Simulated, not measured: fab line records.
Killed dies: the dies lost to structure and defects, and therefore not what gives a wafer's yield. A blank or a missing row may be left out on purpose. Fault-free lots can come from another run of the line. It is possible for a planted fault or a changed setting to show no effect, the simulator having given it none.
fab line records || flow berkeley-cmos170
record {"lots": 14, "wafers": 42, "last-day": 11}
route steps=331 shown CONTACT@233
lots that met no fault: from a run of the same line without faults
start-h: hours from the record's first day to the start of the lot's first wafer shown || wait-h: hours since the lot's step before || " identical to the entry in the row above || L1.1+2: a row that stands for several wafers || - either no value or no given start || * or withheld: withheld || < > ~ a bound
route shown NAME@n: NAME is a module with steps in the file, n the number in the route of the first one || usual: average and standard deviation across the fault-free wafers || same: alike in all rows || chamber/n: place in a boat || sites: the reading at each site || _std_site: the standard deviation of these || _edge_site: the outer-site mean with the inner-site mean subtracted || radius-mm: how far each site lies from the wafer's centre || mask NAME#n: copy n || behind: the tool/chamber that last shaped the wafer || hold: what put the lot on hold/how long, in hours/how the hold closed || device: names the non-switching transistor (n, p or np) || end of line: the route-end tests of the same wafers || where a step has no rows: the recipe by itself || killed: not the wafer's yield, but the dies lost to structure and defects at the first sort || map: dies across one wafer; x = killed, . = not, _ = none there
set.NAME: the run value of the setting; set.NAME@STEP: its run value at that earlier step || model.NAME: the simulator's own value behind a step, which no gauge read
steps of the route over a sample of lots; a table a step, a row a wafer
services: a tool's chamber out of use, with start hour (start-h, from the record's first day; less than 0 if before it), hours out, and reason
## steps
# step UCB170_CONTACT_ETCH_17
# recipe {"chemistry": "N2/H2", "target-depth-a": "withheld", "overetch-a": "withheld", "target": "BARC", "time-s": "withheld", "source-w": 500, "bias-w": 100, "pressure-mtorr": 30, "n2-flow-sccm": 100, "h2-flow-sccm": 200}
# usual {"chamber-pressure-mTorr": "30.000/0.026", "drypump-motor-current-A": "5.7/0.39", "oes-product-au": "0.999/0.025", "throttle-valve-pct": "13.31/0.18"}
{"lot.wafer": "L445.1", "tool": "rie-diel-03", "chamber": 3, "start-h": 139.31, "wait-h": 0.0, "chamber-pressure-mTorr": 29.989, "drypump-motor-current-A": 6.0, "oes-product-au": 0.976, "throttle-valve-pct": 13.51}
{"lot.wafer": "L445.2", "tool": "rie-diel-03", "chamber": 0, "start-h": 139.31, "wait-h": 0.0, "chamber-pressure-mTorr": 29.992, "drypump-motor-current-A": 6.5, "oes-product-au": 0.989, "throttle-valve-pct": 13.07}
{"lot.wafer": "L445.5", "tool": "rie-diel-03", "chamber": 0, "start-h": 139.31, "wait-h": 0.0, "chamber-pressure-mTorr": 29.947, "drypump-motor-current-A": 6.5, "oes-product-au": 1.002, "throttle-valve-pct": 13.07}
{"lot.wafer": "L444.1", "tool": "rie-diel-01", "chamber": 3, "start-h": 139.66, "wait-h": 0.0, "chamber-pressure-mTorr": 29.959, "drypump-motor-current-A": 5.7, "oes-product-au": 1.032, "throttle-valve-pct": 13.22}
{"lot.wafer": "L444.4", "tool": "rie-diel-01", "chamber": 2, "start-h": 139.66, "wait-h": 0.0, "chamber-pressure-mTorr": 30.013, "drypump-motor-current-A": 5.9, "oes-product-au": 1.037, "throttle-valve-pct": 13.33}
{"lot.wafer": "L444.5", "tool": "rie-diel-01", "chamber": 2, "start-h": 139.66, "wait-h": 0.0, "chamber-pressure-mTorr": 29.989, "drypump-motor-current-A": 5.9, "oes-product-au": 1.035, "throttle-valve-pct": 13.36}
{"lot.wafer": "L447.2", "tool": "rie-diel-01", "chamber": 1, "start-h": 158.64, "wait-h": 0.0, "chamber-pressure-mTorr": 30.026, "drypump-motor-current-A": 5.7, "oes-product-au": 1.003, "throttle-valve-pct": 13.09}
{"lot.wafer": "L447.3", "tool": "rie-diel-01", "chamber": 2, "start-h": 158.64, "wait-h": 0.0, "chamber-pressure-mTorr": 29.979, "drypump-motor-current-A": 5.9, "oes-product-au": 1.030, "throttle-valve-pct": 13.34}
{"lot.wafer": "L447.5", "tool": "rie-diel-01", "chamber": 2, "start-h": 158.64, "wait-h": 0.0, "chamber-pressure-mTorr": 30.002, "drypump-motor-current-A": 5.9, "oes-product-au": 1.036, "throttle-valve-pct": 13.34}
{"lot.wafer": "L446.4", "tool": "rie-diel-02", "chamber": 2, "start-h": 158.88, "wait-h": 0.0, "chamber-pressure-mTorr": 30.024, "drypump-motor-current-A": 5.6, "oes-product-au": 0.973, "throttle-valve-pct": 13.30}
{"lot.wafer": "L446.5", "tool": "rie-diel-02", "chamber": 2, "start-h": 158.88, "wait-h": 0.0, "chamber-pressure-mTorr": 30.023, "drypump-motor-current-A": 5.6, "oes-product-au": 0.978, "throttle-valve-pct": 13.30}
{"lot.wafer": "L446.6", "tool": "rie-diel-02", "chamber": 3, "start-h": 158.88, "wait-h": 0.0, "chamber-pressure-mTorr": 29.967, "drypump-motor-current-A": 5.3, "oes-product-au": 0.961, "throttle-valve-pct": 13.33}
{"lot.wafer": "L449.1", "tool": "rie-diel-01", "chamber": 1, "start-h": 169.39, "wait-h": 0.0, "chamber-pressure-mTorr": 29.911, "drypump-motor-current-A": 5.7, "oes-product-au": 0.990, "throttle-valve-pct": 13.11}
{"lot.wafer": "L449.3", "tool": "rie-diel-01", "chamber": 3, "start-h": 169.39, "wait-h": 0.0, "chamber-pressure-mTorr": 29.985, "drypump-motor-current-A": 5.8, "oes-product-au": 1.032, "throttle-valve-pct": 13.21}
{"lot.wafer": "L449.4", "tool": "rie-diel-01", "chamber": 3, "start-h": 169.39, "wait-h": 0.0, "chamber-pressure-mTorr": 29.991, "drypump-motor-current-A": 5.8, "oes-product-au": 1.026, "throttle-valve-pct": 13.23}
{"lot.wafer": "L450.1", "tool": "rie-diel-02", "chamber": 0, "start-h": 180.84, "wait-h": 0.0, "chamber-pressure-mTorr": 30.011, "drypump-motor-current-A": 5.5, "oes-product-au": 1.031, "throttle-valve-pct": 13.36}
{"lot.wafer": "L450.4", "tool": "rie-diel-02", "chamber": 1, "start-h": 180.84, "wait-h": 0.0, "chamber-pressure-mTorr": 30.005, "drypump-motor-current-A": 5.1, "oes-product-au": 0.960, "throttle-valve-pct": 13.47}
{"lot.wafer": "L450.6", "tool": "rie-diel-02", "chamber": 0, "start-h": 180.84, "wait-h": 0.0, "chamber-pressure-mTorr": 30.009, "drypump-motor-current-A": 5.4, "oes-product-au": 1.016, "throttle-valve-pct": 13.37}
{"lot.wafer": "L451.1", "tool": "rie-diel-03", "chamber": 1, "start-h": 181.13, "wait-h": 0.0, "chamber-pressure-mTorr": 30.012, "drypump-motor-current-A": 5.5, "oes-product-au": 1.013, "throttle-valve-pct": 13.52}
{"lot.wafer": "L451.3", "tool": "rie-diel-03", "chamber": 3, "start-h": 181.13, "wait-h": 0.0, "chamber-pressure-mTorr": 30.005, "drypump-motor-current-A": 6.0, "oes-product-au": 0.976, "throttle-valve-pct": 13.51}
{"lot.wafer": "L451.5", "tool": "rie-diel-03", "chamber": 1, "start-h": 181.13, "wait-h": 0.0, "chamber-pressure-mTorr": 29.963, "drypump-motor-current-A": 5.5, "oes-product-au": 1.016, "throttle-valve-pct": 13.52}
{"lot.wafer": "L456.2", "tool": "rie-diel-01", "chamber": 0, "start-h": 211.48, "wait-h": 0.0, "chamber-pressure-mTorr": 29.994, "drypump-motor-current-A": 5.2, "oes-product-au": 1.013, "throttle-valve-pct": 12.92}
{"lot.wafer": "L456.3", "tool": "rie-diel-01", "chamber": 2, "start-h": 211.48, "wait-h": 0.0, "chamber-pressure-mTorr": 29.979, "drypump-motor-current-A": 5.9, "oes-product-au": 1.038, "throttle-valve-pct": 13.35}
{"lot.wafer": "L456.6", "tool": "rie-diel-01", "chamber": 2, "start-h": 211.48, "wait-h": 0.0, "chamber-pressure-mTorr": 30.011, "drypump-motor-current-A": 5.9, "oes-product-au": 1.042, "throttle-valve-pct": 13.34}
{"lot.wafer": "L457.1", "tool": "rie-diel-01", "chamber": 1, "start-h": 212.21, "wait-h": 0.0, "chamber-pressure-mTorr": 29.988, "drypump-motor-current-A": 5.7, "oes-product-au": 0.992, "throttle-valve-pct": 13.11}
{"lot.wafer": "L457.4", "tool": "rie-diel-01", "chamber": 3, "start-h": 212.21, "wait-h": 0.0, "chamber-pressure-mTorr": 30.012, "drypump-motor-current-A": 5.8, "oes-product-au": 1.039, "throttle-valve-pct": 13.21}
{"lot.wafer": "L457.6", "tool": "rie-diel-01", "chamber": 0, "start-h": 212.21, "wait-h": 0.0, "chamber-pressure-mTorr": 29.997, "drypump-motor-current-A": 5.2, "oes-product-au": 1.015, "throttle-valve-pct": 12.93}
{"lot.wafer": "L459.3", "tool": "rie-diel-01", "chamber": 2, "start-h": 224.95, "wait-h": 0.0, "chamber-pressure-mTorr": 24.005, "drypump-motor-current-A": 5.9, "oes-product-au": 1.059, "throttle-valve-pct": 13.33}
{"lot.wafer": "L459.4", "tool": "rie-diel-01", "chamber": 3, "start-h": 224.95, "wait-h": 0.0, "chamber-pressure-mTorr": 24.002, "drypump-motor-current-A": 5.7, "oes-product-au": 1.043, "throttle-valve-pct": 13.22}
{"lot.wafer": "L459.6", "tool": "rie-diel-01", "chamber": 1, "start-h": 224.95, "wait-h": 0.0, "chamber-pressure-mTorr": 24.001, "drypump-motor-current-A": 5.7, "oes-product-au": 1.007, "throttle-valve-pct": 13.09}
{"lot.wafer": "L458.1", "tool": "rie-diel-03", "chamber": 3, "start-h": 226.35, "wait-h": 0.0, "chamber-pressure-mTorr": 30.012, "drypump-motor-current-A": 6.0, "oes-product-au": 0.975, "throttle-valve-pct": 13.51}
{"lot.wafer": "L458.4", "tool": "rie-diel-03", "chamber": 3, "start-h": 226.35, "wait-h": 0.0, "chamber-pressure-mTorr": 30.017, "drypump-motor-current-A": 6.0, "oes-product-au": 0.977, "throttle-valve-pct": 13.53}
{"lot.wafer": "L458.5", "tool": "rie-diel-03", "chamber": 1, "start-h": 226.35, "wait-h": 0.0, "chamber-pressure-mTorr": 29.995, "drypump-motor-current-A": 5.5, "oes-product-au": 1.012, "throttle-valve-pct": 13.51}
{"lot.wafer": "L461.1", "tool": "rie-diel-02", "chamber": 1, "start-h": 228.18, "wait-h": 0.0, "chamber-pressure-mTorr": 29.995, "drypump-motor-current-A": 5.1, "oes-product-au": 0.969, "throttle-valve-pct": 13.47}
{"lot.wafer": "L461.2", "tool": "rie-diel-02", "chamber": 0, "start-h": 228.18, "wait-h": 0.0, "chamber-pressure-mTorr": 30.007, "drypump-motor-current-A": 5.4, "oes-product-au": 1.019, "throttle-valve-pct": 13.37}
{"lot.wafer": "L461.4", "tool": "rie-diel-02", "chamber": 2, "start-h": 228.18, "wait-h": 0.0, "chamber-pressure-mTorr": 29.962, "drypump-motor-current-A": 5.5, "oes-product-au": 0.975, "throttle-valve-pct": 13.30}
{"lot.wafer": "L462.2", "tool": "rie-diel-01", "chamber": 1, "start-h": 243.10, "wait-h": 0.0, "chamber-pressure-mTorr": 24.017, "drypump-motor-current-A": 5.7, "oes-product-au": 1.007, "throttle-valve-pct": 13.09}
{"lot.wafer": "L462.3", "tool": "rie-diel-01", "chamber": 2, "start-h": 243.10, "wait-h": 0.0, "chamber-pressure-mTorr": 23.975, "drypump-motor-current-A": 5.9, "oes-product-au": 1.060, "throttle-valve-pct": 13.33}
{"lot.wafer": "L462.6", "tool": "rie-diel-01", "chamber": 3, "start-h": 243.10, "wait-h": 0.0, "chamber-pressure-mTorr": 24.017, "drypump-motor-current-A": 5.7, "oes-product-au": 1.055, "throttle-valve-pct": 13.22}
{"lot.wafer": "L466.1", "tool": "rie-diel-03", "chamber": 1, "start-h": 252.90, "wait-h": 0.0, "chamber-pressure-mTorr": 30.019, "drypump-motor-current-A": 5.5, "oes-product-au": 1.015, "throttle-valve-pct": 13.53}
{"lot.wafer": "L466.2", "tool": "rie-diel-03", "chamber": 0, "start-h": 252.90, "wait-h": 0.0, "chamber-pressure-mTorr": 30.030, "drypump-motor-current-A": 6.5, "oes-product-au": 0.980, "throttle-valve-pct": 13.07}
{"lot.wafer": "L466.4", "tool": "rie-diel-03", "chamber": 3, "start-h": 252.90, "wait-h": 0.0, "chamber-pressure-mTorr": 29.959, "drypump-motor-current-A": 5.9, "oes-product-au": 0.971, "throttle-valve-pct": 13.51}
## services
{"tool": "rie-diel-03", "chamber": 0, "start-h": 117.39, "hours": 2.0, "kind": "repair"}
{"tool": "rie-diel-03", "chamber": 1, "start-h": 118.55, "hours": 6.8, "kind": "repair"}
{"tool": "rie-diel-02", "chamber": "-", "start-h": 123.65, "hours": 28.1, "kind": "pm"}
{"tool": "rie-diel-01", "chamber": 0, "start-h": 142.40, "hours": 44.4, "kind": "repair"}
{"tool": "rie-diel-01", "chamber": "-", "start-h": 152.03, "hours": 4.4, "kind": "repair"}
{"tool": "rie-diel-01", "chamber": "-", "start-h": 156.83, "hours": 0.5, "kind": "repair"}
{"tool": "rie-diel-02", "chamber": 1, "start-h": 184.06, "hours": 2.1, "kind": "repair"}
{"tool": "rie-diel-03", "chamber": "-", "start-h": 185.31, "hours": 2.1, "kind": "repair"}
{"tool": "rie-diel-01", "chamber": 0, "start-h": 186.76, "hours": "-", "kind": "clean"}
{"tool": "rie-diel-01", "chamber": 0, "start-h": 186.76, "hours": 15.1, "kind": "scheduled-down"}
{"tool": "rie-diel-01", "chamber": 0, "start-h": 186.76, "hours": 15.1, "kind": "vent-cycle"}
{"tool": "rie-diel-03", "chamber": 0, "start-h": 190.11, "hours": "-", "kind": "clean"}
{"tool": "rie-diel-03", "chamber": 0, "start-h": 190.11, "hours": 25.9, "kind": "scheduled-down"}
{"tool": "rie-diel-03", "chamber": 0, "start-h": 190.11, "hours": 25.9, "kind": "vent-cycle"}
{"tool": "rie-diel-03", "chamber": 2, "start-h": 215.00, "hours": 13.8, "kind": "repair"}
## key
first-sign {"step": "UCB170_CONTACT_ETCH_17", "reading": "chamber-pressure-mTorr", "direction": "down", "sigmas": "99+", "usual": 30.000, "struck": 24.003}
effect {"step": "UCB170_CONTACT_ETCH_17", "reading": "oes-product-au", "direction": "up", "sigmas": 1.6, "usual": 0.999, "struck": 1.039}
met-at UCB170_CONTACT_ETCH_17
struck-lots L459,L462
tester-left-out L459,L462
onset-between 212.21 224.95
fault {"kind": "process-parameter-drift", "tool": "rie-diel-01", "chamber": "-", "onset-h": 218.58, "steps": "UCB170_CONTACT_ETCH_17", "channel": "pressure-mtorr", "offset": -6, "shape": "step", "end-h": 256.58, "acts-in": "these-recipes-only", "stated": 30}
# tester-left-out: of these lots the tester's yield and bins aren't shown, on N5 and GAA mostly nor the transistor test; their killed dies are dies lost to structure and defects alone, not to doping, threshold or leakage, so they don't give the yield
